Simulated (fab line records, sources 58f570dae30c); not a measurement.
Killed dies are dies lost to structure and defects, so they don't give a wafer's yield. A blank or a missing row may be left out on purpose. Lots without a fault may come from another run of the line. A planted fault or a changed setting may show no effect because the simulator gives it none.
fab line records | flow berkeley_cmos170
record lots=5 wafers=15 last_day=13
route steps=331 shown M1@243 V1@254 M2@271
lots that met no fault: from a run of the same line without faults
start_h: hours from the record's first day to the start of the lot's first wafer shown | wait_h: hours since the lot's step before | " the same as in the row above | L1.1+2: a row that stands for several wafers | - no value, or no start given | * or withheld: withheld | < > ~ a bound
route shown NAME@n: a module of which the file shows steps, and the number in the route of the first | usual: mean/standard deviation of fault-free wafers | same: alike in all rows | chamber/n: place in a boat | sites: the reading at each site | _std_site: their standard deviation | _edge_site: outer sites' mean less inner sites' | radius_mm: how far each site lies from the wafer's centre | mask NAME#n: copy n | behind: the tool/chamber that last shaped the wafer | hold: why the lot was held/for how many hours/how that ended | device: the transistor (n, p or np) that didn't switch | end of line: the same wafers' tests at the end of the route | a step without rows: its recipe alone | killed: dies lost to structure and defects at the first sort, not the wafer's yield | map: a wafer's dies, x killed, . not, _ none there
set.NAME: the setting as run; set.NAME@STEP: as run at that earlier step | model.NAME: the simulator's own value behind a step, which no gauge read
lots at some steps of the route; a table a step, a row a wafer
services: from which hour (start_h, from the record's first day; less than 0 if before it) a tool's chamber was out of use, for how many hours, and why
## steps
# step UCB170_M1_SOFTBAKE_05
# recipe resist=KrF temp_c=130 time_s=60
# usual plate_temp_C=129.99/0.14
# columns lot.wafer tool chamber start_h wait_h plate_temp_C
L076.3 litho_track-04 0 - - 129.92
L076.4 " 0 " " 130.12
L076.6 " 0 " " 130.02
L082.1 litho_track-04 0 - - 129.85
L082.3 " 0 " " 129.90
L082.4 " 0 " " 129.79
L086.4 litho_track-04 0 - - 130.08
L086.5 " 0 " " 130.14
L086.6 " 0 " " 130.15
L089.1 litho_track-04 0 - - 129.86
L089.3 " 0 " " 130.19
L089.5 " 0 " " 129.99
L097.3 litho_track-02 0 - - 130.16
L097.4 " 0 " " 130.09
L097.6 " 0 " " 130.21
# step UCB170_M1_EXPOSE_06
# recipe mask_id=METAL1 target_cd_nm=700 na=0.5 sigma_outer=0.6 source_shape=conventional dose_mj=21
# columns lot.wafer tool chamber start_h wait_h mask
L076.3+4+6 krf_scanner-01 0 195.26 - METAL1#0
L082.1+3+4 krf_scanner-02 0 203.39 - METAL1#0
L086.4+5+6 krf_scanner-01 0 228.22 - METAL1#0
L089.1+3+5 krf_scanner-02 0 244.44 - METAL1#0
L097.3+4+6 krf_scanner-02 0 304.13 - METAL1#0
# step UCB170_M1_PEB_07
# recipe peb_temp_c=130 peb_time_s=withheld resist=KrF
# usual plate_temp_C=130.03/0.13
# columns lot.wafer tool chamber start_h wait_h plate_temp_C
L076.3 litho_track-03 0 195.39 0.1 129.79
L076.4 " 0 " " 130.05
L076.6 " 0 " " 130.16
L082.1 litho_track-03 0 203.51 0.1 129.93
L082.3 " 0 " " 129.90
L082.4 " 0 " " 129.87
L086.4 litho_track-02 0 228.35 0.1 130.14
L086.5 " 0 " " 129.98
L086.6 " 0 " " 130.19
L089.1 litho_track-04 0 244.77 0.3 129.90
L089.3 " 0 " " 129.84
L089.5 " 0 " " 129.95
L097.3 litho_track-03 0 304.26 0.1 129.98
L097.4 " 0 " " 129.91
L097.6 " 0 " " 130.14
# step UCB170_M1_DEVELOP_08
# recipe developer=TMAH develop_time_s=45 resist=KrF dev_temp_c=21
# columns lot.wafer tool chamber start_h wait_h
L076.3+4+6 litho_track-03 0 - -
L082.1+3+4 litho_track-03 0 - -
L086.4+5+6 litho_track-02 0 - -
L089.1+3+5 litho_track-04 0 - -
L097.3+4+6 litho_track-03 0 - -
# step UCB170_M1_CD_MEAS_09
# recipe target_cd_nm=700
# usual cd_nm=700.5/1.4
# columns lot.wafer tool chamber start_h wait_h cd_nm
L076.3 cd_sem-02 - 195.65 - 699.9
L076.4 " - " " 701.1
L076.6 " - " " 699.1
L082.1 cd_sem-01 - 203.78 - 697.0
L082.3 " - " " 695.9
L082.4 " - " " 696.7
L086.4 cd_sem-01 - 228.61 - 701.5
L086.5 " - " " 700.4
L086.6 " - " " 702.4
L089.1 cd_sem-01 - 245.04 - 701.3
L089.3 " - " " 703.7
L089.5 " - " " 701.3
L097.3 cd_sem-01 - 304.52 - 701.0
L097.4 " - " " 703.0
L097.6 " - " " 701.1
# step UCB170_M1_OVL_MEAS_10
# usual M1_OVL=-1/5.5
# columns lot.wafer tool chamber start_h wait_h M1_OVL[nm]
L076.3 overlay-01 - 195.75 0.1 -1
L076.4 " - " " 3
L076.6 " - " " -5
L082.1 overlay-02 - 203.90 0.1 0
L082.3 " - " " 0
L082.4 " - " " -2
L086.4 overlay-01 - 228.69 0.1 0
L086.5 " - " " -7
L086.6 " - " " 5
L089.1 overlay-02 - 245.16 0.1 -14
L089.3 " - " " -4
L089.5 " - " " -7
L097.3 overlay-02 - 304.61 0.1 -4
L097.4 " - " " -3
L097.6 " - " " -6
# step UCB170_M1_ETCH_11
# recipe chemistry=N2/H2 target_depth_a=withheld overetch_a=withheld target=BARC time_s=withheld source_w=500 bias_w=100 pressure_mtorr=30 n2_flow_sccm=100 h2_flow_sccm=200
# usual drypump_motor_current_A=5.5/0.49 oes_product_au=1.007/0.021 throttle_valve_pct=13.32/0.16
# columns lot.wafer tool chamber start_h wait_h drypump_motor_current_A oes_product_au throttle_valve_pct
L076.3 rie_diel-01 0 195.77 0.0 5.4 1.006 13.14
L076.4 " 1 " " 5.4 1.029 13.66
L076.6 " 0 " " 5.4 1.006 13.12
L082.1 rie_diel-02 1 203.94 0.0 5.8 0.992 13.47
L082.3 " 0 " " 4.9 0.992 13.29
L082.4 " 2 " " 5.0 1.016 13.33
L086.4 rie_diel-01 1 228.73 0.0 5.4 1.025 13.67
L086.5 " 3 " " 6.6 1.049 13.29
L086.6 " 2 " " 6.0 0.991 13.56
L089.1 rie_diel-02 3 245.20 0.0 5.0 0.975 13.47
L089.3 " 0 " " 4.9 0.989 13.29
L089.5 " 2 " " 5.0 1.011 13.33
L097.3 rie_diel-02 0 304.64 0.0 4.9 1.004 13.29
L097.4 " 2 " " 5.0 1.022 13.34
L097.6 " 3 " " 5.0 0.969 13.48
# step UCB170_M1_METAL_ETCH_12
# recipe chemistry=Cl2/BCl3 target=Al stop_on=PSG pressure_mtorr=12 target_depth_a=7800 over_etch_frac=0.3 time_s=130 icp_w=600 bias_w=120 Cl2_flow_sccm=90 bcl3_flow_sccm=45
# usual drypump_motor_current_A=5.90/0.19 oes_product_au=0.855/0.012 throttle_valve_pct=24.4/0.36
# columns lot.wafer tool chamber start_h wait_h drypump_motor_current_A oes_product_au rf_hours_counter_h throttle_valve_pct
L076.3 rie_metal-03 1 195.86 - 5.69 0.849 - 24.2
L076.4 " 0 " " 6.27 0.870 - 24.5
L076.6 " 0 " " 6.25 0.878 - 24.5
L082.1 rie_metal-01 1 203.98 - 6.05 0.860 5.9 24.6
L082.3 " 1 " " 6.03 0.854 - 24.6
L082.4 " 0 " " 5.75 0.842 - 24.9
L086.4 rie_metal-03 1 228.80 - 5.72 0.836 - 24.2
L086.5 " 0 " " 6.28 0.865 - 24.5
L086.6 " 1 " " 5.71 0.839 - 24.1
L089.1 rie_metal-01 0 245.24 - 5.75 0.859 3.5 24.9
L089.3 " 1 " " 6.04 0.861 - 24.6
L089.5 " 0 " " 5.76 0.853 - 24.9
L097.3 rie_metal-03 1 304.73 - 5.70 0.833 - 24.2
L097.4 " 0 " " 6.28 0.854 - 24.5
L097.6 " 1 " " 5.69 0.821 - 24.2
# step UCB170_M1_STRIP_13
# recipe chemistry=O2 power_w=400 pressure_mtorr=3500 platen_temp_c=withheld o2_flow_sccm=400 overash_fraction=0.5
# usual drypump_motor_current_A=5.62/0.26 oes_product_au=0.721/0.0042
# columns lot.wafer tool chamber start_h wait_h drypump_motor_current_A oes_product_au rf_hours_counter_h
L076.3 plasma_asher-03 1 195.98 0.1 5.98 0.722 -
L076.4 " 0 " " 5.94 0.716 -
L076.6 " 0 " " 5.90 0.714 -
L082.1 plasma_asher-03 0 204.12 0.1 5.94 0.722 9
L082.3 " 1 " " 5.98 0.716 -
L082.4 " 0 " " 5.94 0.727 -
L086.4 plasma_asher-03 0 228.92 0.1 5.93 0.723 -
L086.5 " 1 " " 5.97 0.720 -
L086.6 " 0 " " 5.97 0.717 -
L089.1 plasma_asher-02 1 245.37 0.1 5.54 0.717 53
L089.3 " 0 " " 5.61 0.719 -
L089.5 " 0 " " 5.61 0.723 -
L097.3 plasma_asher-01 1 304.85 0.1 5.34 0.720 -
L097.4 " 0 " " 5.32 0.719 -
L097.6 " 0 " " 5.33 0.721 -
# step UCB170_M1_CD_MEAS_90
# recipe target_cd_nm=700
# usual cd_nm=701/4.3
# columns lot.wafer tool chamber start_h wait_h cd_nm
L076.3 cd_sem-01 - 196.09 0.1 700
L076.4 " - " " 701
L076.6 " - " " 699
L082.1 cd_sem-02 - 204.23 0.1 691
L082.3 " - " " 691
L082.4 " - " " 702
L086.4 cd_sem-01 - 229.04 0.1 703
L086.5 " - " " 697
L086.6 " - " " 703
L089.1 cd_sem-02 - 245.47 0.1 710
L089.3 " - " " 699
L089.5 " - " " 708
L097.3 cd_sem-02 - 304.95 0.1 703
L097.4 " - " " 704
L097.6 " - " " 704
# step UCB170_M1_ANNEAL_14
# recipe temp_c=400 time_s=1200 ambient=forming_gas
# usual spike_tc_source_C=422.0/0.95 tube_center_temp_C_max=401.00/0.16
# columns lot.wafer tool chamber start_h wait_h spike_tc_source_C tube_center_temp_C_max
L076.3 furnace-03 0 196.31 0.2 422.0 400.91
L076.4 " 0 " " 420.6 400.81
L076.6 " 0 " " 422.4 400.99
L082.1 furnace-03 0 204.35 0.1 424.8 400.96
L082.3 " 0 " " 420.9 401.01
L082.4 " 0 " " 421.5 401.67
L086.4 furnace-03 0 230.12 1.1 421.7 400.92
L086.5 " 0 " " 422.1 400.89
L086.6 " 0 " " 422.7 401.06
L089.1 furnace-03 0 246.32 0.8 421.3 401.06
L089.3 " 0 " " 421.0 401.20
L089.5 " 0 " " 423.4 401.24
L097.3 furnace-03 0 305.97 1.0 422.1 400.94
L097.4 " 0 " " 422.0 401.05
L097.6 " 0 " " 421.4 401.04
# step UCB170_V1_CVD_00
# recipe material=SiO2 target_thk_nm=2000 temp_c=390 precursor=TEOS/O2 time_s=250 rf_w=550 pressure_mtorr=9000
# usual heater_power_w=256/53
# columns lot.wafer tool chamber start_h wait_h heater_power_w
L076.3 pecvd-04 2 197.64 0.0 279
L076.4 " 2 " " 215
L076.6 " 1 " " 188
L082.1 pecvd-02 1 205.68 0.0 249
L082.3 " 2 " " 274
L082.4 " 0 " " 267
L086.4 pecvd-01 1 231.53 0.1 284
L086.5 " 2 " " 195
L086.6 " 0 " " 267
L089.1 pecvd-01 2 247.65 0.0 252
L089.3 " 0 " " 211
L089.5 " 2 " " 197
L097.3 pecvd-01 1 307.30 0.0 292
L097.4 " 0 " " 261
L097.6 " 1 " " 381
# step UCB170_V1_THK_MEAS_01
# recipe reads=SiO2_of_V1_CVD_00
# usual V1_TEOS_THK=2010/30
# columns lot.wafer tool chamber start_h wait_h V1_TEOS_THK[nm]
L076.3 film_metro-01 - 197.81 0.1 1990
L076.4 " - " " 2045
L076.6 " - " " 2004
L082.1 film_metro-01 - 205.84 0.1 1983
L082.3 " - " " 2009
L082.4 " - " " 2062
L086.4 film_metro-01 - 231.64 0.0 2003
L086.5 " - " " 2035
L086.6 " - " " 2011
L089.1 film_metro-03 - 247.81 0.1 2000
L089.3 " - " " 2019
L089.5 " - " " 2042
L097.3 film_metro-02 - 307.48 0.1 1972
L097.4 " - " " 2027
L097.6 " - " " 2026
# step UCB170_V1_CMP_02
# recipe material=SiO2 down_force_psi=6 platen_rpm=60 pad_velocity_m_s=0.75398
# usual motor_current_A=15.8/1.1 retaining_ring_pressure_frac=1.000/0.005
# columns lot.wafer tool chamber start_h wait_h motor_current_A retaining_ring_pressure_frac
L076.4 cmp-01 3 197.85 0.0 15.5 1.002
L076.3 " 2 " " 16.6 0.998
L076.6 " 0 " " 14.8 1.004
L082.4 cmp-01 1 205.90 0.0 17.1 1.004
L082.3 " 2 " " 16.7 0.994
L082.1 " 3 " " 15.0 1.000
L086.4 cmp-01 1 231.77 0.1 17.4 1.004
L086.5 " 3 " " 16.3 1.000
L086.6 " 0 " " 15.5 0.991
L089.3 cmp-01 2 247.97 0.1 16.2 1.007
L089.1 " 3 " " 15.3 1.001
L089.5 " 1 " " 16.8 0.995
L097.3 cmp-02 2 307.52 0.0 16.5 0.997
L097.4 " 0 " " 17.3 0.990
L097.6 " 2 " " 16.8 0.996
# step UCB170_V1_BOW_MEAS_03
# recipe mode=bow
# usual V1_BOW=18/6.6
# columns lot.wafer tool chamber start_h wait_h V1_BOW[um]
L076.3 film_metro-01 - 198.19 0.1 20
L076.4 " - " " 24
L076.6 " - " " 13
L082.1 film_metro-01 - 206.20 0.1 19
L082.3 " - " " 17
L082.4 " - " " 25
L086.4 film_metro-02 - 232.03 0.2 31
L086.5 " - " " 25
L086.6 " - " " 16
L089.1 film_metro-02 - 248.17 0.1 23
L089.3 " - " " 21
L089.5 " - " " 8
L097.3 film_metro-02 - 307.86 0.3 19
L097.4 " - " " 13
L097.6 " - " " 14
# step UCB170_V1_THK_MEAS_04
# recipe reads=SiO2_of_V1_CVD_00
# usual V1_POLISHED_THK=1000.1/1.3
# columns lot.wafer tool chamber start_h wait_h V1_POLISHED_THK[nm]
L076.3 film_metro-01 - 198.29 0.1 997.1
L076.4 " - " " 999.3
L076.6 " - " " 1000.5
L082.1 film_metro-01 - 206.32 0.1 998.4
L082.3 " - " " 999.1
L082.4 " - " " 1000.7
L086.4 film_metro-02 - 232.12 0.1 1000.1
L086.5 " - " " 999.2
L086.6 " - " " 1001.3
L089.1 film_metro-02 - 248.29 0.1 1000.9
L089.3 " - " " 1000.3
L089.5 " - " " 1000.5
L097.3 film_metro-02 - 307.96 0.1 999.9
L097.4 " - " " 999.7
L097.6 " - " " 1000.3
# step UCB170_V1_CLEAN_05
# recipe chemistry=DIW
# columns lot.wafer tool chamber start_h wait_h
L076.3+4+6 wet_bench-02 0 198.33 0.0
L082.1+3+4 wet_bench-02 1 206.38 0.1
L086.4+5+6 wet_bench-01 2 232.15 0.0
L089.1+3+5 wet_bench-02 0 250.39 2.1
L097.3+4+6 wet_bench-01 0 308.00 0.0
# step UCB170_V1_HMDS_06
# recipe prime_time_s=60 prime_temp_c=100
# columns lot.wafer tool chamber start_h wait_h
L076.3+4+6 litho_track-02 0 198.56 0.1
L082.1+3+4 litho_track-01 0 206.84 0.3
L086.4+5+6 litho_track-01 0 232.40 0.1
L089.1+3+5 litho_track-03 0 250.57 0.0
L097.3+4+6 litho_track-03 0 308.77 0.6
# step UCB170_V1_COAT_07
# recipe resist=KrF spin_rpm=1500 resist_thk_nm=900
# columns lot.wafer tool chamber start_h wait_h
L076.3+4+6 litho_track-02 0 198.71 0.1
L082.1+3+4 litho_track-01 0 206.99 0.1
L086.4+5+6 litho_track-01 0 232.55 0.1
L089.1+3+5 litho_track-03 0 250.72 0.1
L097.3+4+6 litho_track-03 0 308.92 0.1
# step UCB170_V1_SOFTBAKE_08
# recipe resist=KrF temp_c=130 time_s=60
# usual plate_temp_C=130.00/0.13
# columns lot.wafer tool chamber start_h wait_h plate_temp_C
L076.3 litho_track-02 0 198.86 0.1 129.72
L076.4 " 0 " " 129.95
L076.6 " 0 " " 129.89
L082.1 litho_track-01 0 207.14 0.1 130.06
L082.3 " 0 " " 130.14
L082.4 " 0 " " 130.16
L086.4 litho_track-01 0 232.70 0.1 129.97
L086.5 " 0 " " 130.07
L086.6 " 0 " " 130.11
L089.1 litho_track-03 0 250.87 0.1 130.18
L089.3 " 0 " " 130.06
L089.5 " 0 " " 130.09
L097.3 litho_track-03 0 309.07 0.1 130.13
L097.4 " 0 " " 129.85
L097.6 " 0 " " 130.09
# step UCB170_V1_EXPOSE_09
# recipe mask_id=VIA1 target_cd_nm=700 na=0.5 sigma_outer=0.6 source_shape=conventional dose_mj=37
# columns lot.wafer tool chamber start_h wait_h mask
L076.3+4+6 krf_scanner-02 0 199.00 0.1 VIA1#0
L082.1+3+4 krf_scanner-01 0 207.42 0.2 VIA1#0
L086.4+5+6 krf_scanner-02 0 232.95 0.2 VIA1#0
L089.1+3+5 krf_scanner-01 0 251.14 0.2 VIA1#0
L097.3+4+6 krf_scanner-02 0 309.38 0.3 VIA1#0
# step UCB170_V1_PEB_10
# recipe peb_temp_c=130 peb_time_s=withheld resist=KrF
# usual plate_temp_C=130.01/0.13
# columns lot.wafer tool chamber start_h wait_h plate_temp_C
L076.3 litho_track-02 0 199.13 0.1 129.96
L076.4 " 0 " " 129.89
L076.6 " 0 " " 129.97
L082.1 litho_track-02 0 207.87 0.4 129.84
L082.3 " 0 " " 129.93
L082.4 " 0 " " 130.06
L086.4 litho_track-03 0 233.09 0.1 130.24
L086.5 " 0 " " 129.94
L086.6 " 0 " " 129.98
L089.1 litho_track-01 0 251.26 0.1 130.07
L089.3 " 0 " " 130.02
L089.5 " 0 " " 129.93
L097.3 litho_track-02 0 310.32 0.9 129.90
L097.4 " 0 " " 129.98
L097.6 " 0 " " 130.08
# step UCB170_V1_DEVELOP_11
# recipe developer=TMAH develop_time_s=45 resist=KrF dev_temp_c=21
# columns lot.wafer tool chamber start_h wait_h
L076.3+4+6 litho_track-02 0 - -
L082.1+3+4 litho_track-02 0 - -
L086.4+5+6 litho_track-03 0 - -
L089.1+3+5 litho_track-01 0 - -
L097.3+4+6 litho_track-02 0 - -
# step UCB170_V1_CD_MEAS_12
# recipe target_cd_nm=700
# usual cd_nm=699.5/1.4
# columns lot.wafer tool chamber start_h wait_h cd_nm
L076.3 cd_sem-01 - 199.39 - 698.2
L076.4 " - " " 698.2
L076.6 " - " " 698.4
L082.1 cd_sem-01 - 208.14 - 700.8
L082.3 " - " " 699.6
L082.4 " - " " 699.5
L086.4 cd_sem-02 - 233.35 - 699.3
L086.5 " - " " 698.3
L086.6 " - " " 700.5
L089.1 cd_sem-01 - 251.62 - 700.3
L089.3 " - " " 699.9
L089.5 " - " " 701.7
L097.3 cd_sem-01 - 310.59 - 700.4
L097.4 " - " " 699.0
L097.6 " - " " 699.5
# step UCB170_V1_OVL_MEAS_13
# usual V1_OVL=-2/4.9
# columns lot.wafer tool chamber start_h wait_h V1_OVL[nm]
L076.3 overlay-01 - 199.48 0.1 0
L076.4 " - " " 3
L076.6 " - " " 3
L082.1 overlay-02 - 208.26 0.1 -1
L082.3 " - " " -4
L082.4 " - " " 5
L086.4 overlay-01 - 233.43 0.1 -2
L086.5 " - " " -11
L086.6 " - " " -1
L089.1 overlay-01 - 251.74 0.1 -2
L089.3 " - " " -3
L089.5 " - " " -3
L097.3 overlay-01 - 310.68 0.1 -3
L097.4 " - " " 6
L097.6 " - " " 4
# step UCB170_V1_ETCH_14
# recipe chemistry=CHF3/CF4/Ar target=SiO2 stop_on=Al CHF3_flow_sccm=45 cf4_flow_sccm=15 Ar_flow_sccm=150 pressure_mtorr=200 rf_w=700 target_depth_a=12500 over_etch_frac=0.25 time_s=291
# usual drypump_motor_current_A=5.4/0.46 oes_product_au=0.872/0.017 throttle_valve_pct=6.96/0.094
# columns lot.wafer tool chamber start_h wait_h drypump_motor_current_A oes_product_au rf_hours_counter_h throttle_valve_pct
L076.3 rie_diel-04 3 199.51 0.0 5.6 0.857 115 6.91
L076.4 " 0 " " 5.6 0.895 17 7.10
L076.6 " 0 " " 5.6 0.883 - 7.08
L082.1 rie_diel-04 2 208.30 0.0 5.1 0.886 73 6.99
L082.3 " 3 " " 5.6 0.859 116 6.92
L082.4 " 0 " " 5.6 0.888 18 7.11
L086.4 rie_diel-03 3 233.44 0.0 6.0 0.858 86 6.89
L086.5 " 0 " " 5.3 0.856 - 6.87
L086.6 " 1 " " 5.1 0.867 - 6.99
L089.1 rie_diel-03 2 251.78 0.0 5.6 0.883 82 6.78
L089.3 " 0 " " 5.2 0.847 134 6.89
L089.5 " 1 " " 5.1 0.859 - 6.97
L097.3 rie_diel-04 3 310.70 0.0 5.6 0.862 120 6.91
L097.4 " 1 " " 6.5 0.894 7 6.89
L097.6 " 3 " " 5.6 0.860 - 6.91
# step UCB170_V1_STRIP_15
# recipe chemistry=O2 power_w=400 pressure_mtorr=3500 platen_temp_c=withheld o2_flow_sccm=400 overash_fraction=0.5
# usual drypump_motor_current_A=5.35/0.16 oes_product_au=0.722/0.0048 strip_time_to_endpoint_s=15.27/0.13
# columns lot.wafer tool chamber start_h wait_h drypump_motor_current_A oes_product_au rf_hours_counter_h strip_time_to_endpoint_s
L076.3 plasma_asher-02 0 199.72 0.1 5.61 0.717 - 15.24
L076.4 " 1 " " 5.55 0.723 - 15.47
L076.6 " 1 " " 5.55 0.727 - 15.43
L082.1 plasma_asher-02 0 208.48 0.1 5.58 0.725 49 15.21
L082.3 " 0 " " 5.60 0.720 - 15.26
L082.4 " 1 " " 5.53 0.724 - 15.46
L086.4 plasma_asher-02 0 233.66 0.1 5.59 0.724 - 15.35
L086.5 " 0 " " 5.60 0.723 - 15.13
L086.6 " 1 " " 5.53 0.731 - 15.30
L089.1 plasma_asher-01 0 251.95 0.1 5.35 0.729 45 15.25
L089.3 " 0 " " 5.34 0.718 - 15.05
L089.5 " 0 " " 5.34 0.712 - 15.23
L097.3 plasma_asher-02 1 310.92 0.1 5.51 0.720 - 14.99
L097.4 " 0 " " 5.63 0.733 - 15.26
L097.6 " 0 " " 5.60 0.730 - 15.07
# step UCB170_V1_CD_MEAS_90
# recipe target_cd_nm=700
# usual cd_nm=699.9/1.6
# columns lot.wafer tool chamber start_h wait_h cd_nm
L076.3 cd_sem-02 - 199.83 0.1 699.3
L076.4 " - " " 700.1
L076.6 " - " " 699.4
L082.1 cd_sem-01 - 208.58 0.1 702.1
L082.3 " - " " 700.2
L082.4 " - " " 700.0
L086.4 cd_sem-01 - 233.78 0.1 701.3
L086.5 " - " " 699.6
L086.6 " - " " 702.1
L089.1 cd_sem-01 - 252.11 0.1 699.2
L089.3 " - " " 700.8
L089.5 " - " " 701.9
L097.3 cd_sem-01 - 311.02 0.1 700.1
L097.4 " - " " 697.7
L097.6 " - " " 699.8
# step UCB170_M2_PRE_CLEAN_00
# recipe gas=Ar preclean_etch_time_s=60
# columns lot.wafer tool chamber start_h wait_h
L076.3+4+6 pvd_sputter-02 - 199.91 0.1
L082.1+3+4 pvd_sputter-03 - 208.70 0.1
L086.4+5+6 pvd_sputter-02 - 233.84 0.0
L089.1+3+5 pvd_sputter-04 - 252.23 0.1
L097.3+4+6 pvd_sputter-03 - 311.10 0.1
# step UCB170_M2_SPUTTER_01
# recipe material=Al target_thk_nm=900 time_s=120 power_w=6000 chamber_pressure_pa=0.5
# usual throttle_valve_pct=30.4/0.9
# columns lot.wafer tool chamber start_h wait_h throttle_valve_pct
L076.3 pvd_sputter-02 - 199.97 0.0 29.6
L076.4 " - " " 30.7
L076.6 " - " " 29.4
L082.1 pvd_sputter-03 - 208.76 0.0 29.7
L082.3 " - " " 30.1
L082.4 " - " " 30.3
L086.4 pvd_sputter-02 - 233.91 0.0 29.2
L086.5 " - " " 29.3
L086.6 " - " " 30.5
L089.1 pvd_sputter-04 - 252.29 0.0 32.3
L089.3 " - " " 29.6
L089.5 " - " " 29.4
L097.3 pvd_sputter-03 - 311.17 0.0 30.5
L097.4 " - " " 29.6
L097.6 " - " " 29.6
# step UCB170_M2_RS_MEAS_02
# recipe thk_meas_gauge=four-point-probe reads=Al_of_M2_SPUTTER_01
# usual M2_AL_RS=0.0320/0.00032
# columns lot.wafer tool chamber start_h wait_h M2_AL_RS[ohm/sq]
L076.3 film_metro-04 - 200.10 0.1 0.0318
L076.4 " - " " 0.0323
L076.6 " - " " 0.0322
L082.1 film_metro-02 - 208.85 0.0 0.0319
L082.3 " - " " 0.0317
L082.4 " - " " 0.0323
L086.4 film_metro-02 - 234.05 0.1 0.0323
L086.5 " - " " 0.0325
L086.6 " - " " 0.0322
L089.1 film_metro-04 - 252.38 0.0 0.0319
L089.3 " - " " 0.0318
L089.5 " - " " 0.0317
L097.3 film_metro-04 - 311.29 0.1 0.0320
L097.4 " - " " 0.0320
L097.6 " - " " 0.0322
# step UCB170_M2_THK_MEAS_03
# recipe thk_meas_gauge=xrf reads=Al_of_M2_SPUTTER_01
# usual M2_AL_THK=891/12
# columns lot.wafer tool chamber start_h wait_h M2_AL_THK[nm]
L076.3 film_metro-04 - 200.20 0.1 898
L076.4 " - " " 885
L076.6 " - " " 885
L082.1 film_metro-02 - 208.97 0.1 905
L082.3 " - " " 902
L082.4 " - " " 892
L086.4 film_metro-02 - 234.14 0.1 883
L086.5 " - " " 884
L086.6 " - " " 890
L089.1 film_metro-04 - 252.50 0.1 889
L089.3 " - " " 900
L089.5 " - " " 902
L097.3 film_metro-04 - 311.39 0.1 882
L097.4 " - " " 892
L097.6 " - " " 889
# step UCB170_M2_HMDS_04
# recipe prime_time_s=60 prime_temp_c=100
# columns lot.wafer tool chamber start_h wait_h
L076.3+4+6 litho_track-02 0 200.55 0.3
L082.1+3+4 litho_track-01 0 209.29 0.3
L086.4+5+6 litho_track-04 0 234.25 0.1
L089.1+3+5 litho_track-01 0 252.56 0.1
L097.3+4+6 litho_track-04 0 311.57 0.2
# step UCB170_M2_COAT_05
# recipe resist=KrF spin_rpm=1500 resist_thk_nm=900
# columns lot.wafer tool chamber start_h wait_h
L076.3+4+6 litho_track-02 0 200.70 0.1
L082.1+3+4 litho_track-01 0 209.44 0.1
L086.4+5+6 litho_track-04 0 234.40 0.1
L089.1+3+5 litho_track-01 0 252.71 0.1
L097.3+4+6 litho_track-04 0 311.72 0.1
# step UCB170_M2_SOFTBAKE_06
# recipe resist=KrF temp_c=130 time_s=60
# usual plate_temp_C=130.02/0.14
# columns lot.wafer tool chamber start_h wait_h plate_temp_C
L076.3 litho_track-02 0 200.85 0.1 130.09
L076.4 " 0 " " 130.13
L076.6 " 0 " " 130.24
L082.1 litho_track-01 0 209.59 0.1 130.35
L082.3 " 0 " " 130.07
L082.4 " 0 " " 130.10
L086.4 litho_track-04 0 234.55 0.1 130.06
L086.5 " 0 " " 130.04
L086.6 " 0 " " 130.12
L089.1 litho_track-01 0 252.86 0.1 129.97
L089.3 " 0 " " 130.01
L089.5 " 0 " " 130.03
L097.3 litho_track-04 0 311.87 0.1 130.18
L097.4 " 0 " " 130.16
L097.6 " 0 " " 130.03
# step UCB170_M2_STRIP_07
# recipe chemistry=O2 power_w=400 pressure_mtorr=3500 platen_temp_c=withheld o2_flow_sccm=400 overash_fraction=0.5
# usual drypump_motor_current_A=5.6/0.34 oes_product_au=0.734/0.0045 strip_time_to_endpoint_s=21.97/0.058
# columns lot.wafer tool chamber start_h wait_h drypump_motor_current_A oes_product_au rf_hours_counter_h strip_time_to_endpoint_s
L076.3 plasma_asher-02 1 200.98 0.1 5.5 0.733 - 21.93
L076.4 " 0 " " 5.6 0.735 - 21.99
L076.6 " 0 " " 5.6 0.727 - 21.90
L082.1 plasma_asher-04 1 209.74 0.1 5.2 0.735 49 21.95
L082.3 " 0 " " 5.1 0.730 - 21.97
L082.4 " 1 " " 5.2 0.741 - 22.04
L086.4 plasma_asher-03 0 234.66 0.1 6.0 0.731 - 22.02
L086.5 " 0 " " 5.9 0.734 - 22.06
L086.6 " 1 " " 6.0 0.737 - 22.00
L089.1 plasma_asher-02 0 253.01 0.1 5.6 0.732 54 22.01
L089.3 " 0 " " 5.6 0.729 - 21.97
L089.5 " 1 " " 5.5 0.738 - 21.98
L097.3 plasma_asher-03 1 312.00 0.1 6.0 0.734 - 21.87
L097.4 " 0 " " 5.9 0.737 - 21.90
L097.6 " 0 " " 6.0 0.734 - 21.91
# step UCB170_M2_STRIP_08
# recipe chemistry=DMSO temp_c=80 time_s=600 material=KrF
# columns lot.wafer tool chamber start_h wait_h
L076.3+4+6 wet_bench-04 0 201.05 0.0
L082.1+3+4 wet_bench-04 2 209.84 0.1
L086.4+5+6 wet_bench-02 2 234.99 0.3
L089.1+3+5 wet_bench-03 3 253.11 0.1
L097.3+4+6 wet_bench-04 2 312.17 0.1
# step UCB170_M2_COAT_09
# recipe resist=BARC temp_c=withheld time_s=withheld spin_rpm=3000 resist_thk_nm=withheld
# columns lot.wafer tool chamber start_h wait_h
L076.3+4+6 litho_track-02 0 201.45 0.2
L082.1+3+4 litho_track-01 0 210.29 0.3
L086.4+5+6 litho_track-04 0 235.51 0.3
L089.1+3+5 litho_track-01 0 253.46 0.2
L097.3+4+6 litho_track-02 0 312.40 0.1
# step UCB170_M2_COAT_10
# recipe resist=KrF spin_rpm=1500 resist_thk_nm=900
# columns lot.wafer tool chamber start_h wait_h
L076.3+4+6 litho_track-02 0 - -
L082.1+3+4 litho_track-01 0 - -
L086.4+5+6 litho_track-04 0 - -
L089.1+3+5 litho_track-01 0 - -
L097.3+4+6 litho_track-02 0 - -
## services
# columns tool chamber start_h hours kind
cmp-01 - 172.94 0.9 repair
cmp-01 - 177.59 6.1 repair
rie_diel-02 - 178.02 2.8 pm
wet_bench-04 - 181.50 1.9 pm
wet_bench-01 - 197.54 1.9 repair
pecvd-01 - 201.09 0.3 repair
krf_scanner-02 - 201.23 1.2 repair
cmp-01 - 222.92 3.8 pm
rie_metal-03 1 223.00 4.3 repair
krf_scanner-01 - 229.08 0.2 repair
rie_diel-02 2 232.73 9.9 repair
plasma_asher-03 - 236.05 0.7 repair
krf_scanner-02 - 236.32 4.8 repair
krf_scanner-02 - 241.16 1.3 pm
plasma_asher-02 - 241.60 0.8 repair
krf_scanner-02 - 242.46 1.0 pm
rie_diel-02 1 243.40 12.0 repair
krf_scanner-01 - 257.51 1.3 pm
rie_metal-03 - 263.37 4.3 pm
pvd_sputter-02 - 273.44 3.6 repair
rie_diel-02 3 282.20 21.9 repair
rie_metal-03 0 284.18 7.2 repair
krf_scanner-02 - 295.31 0.8 pm
cmp-01 - 298.76 0.3 repair
## key
fault none
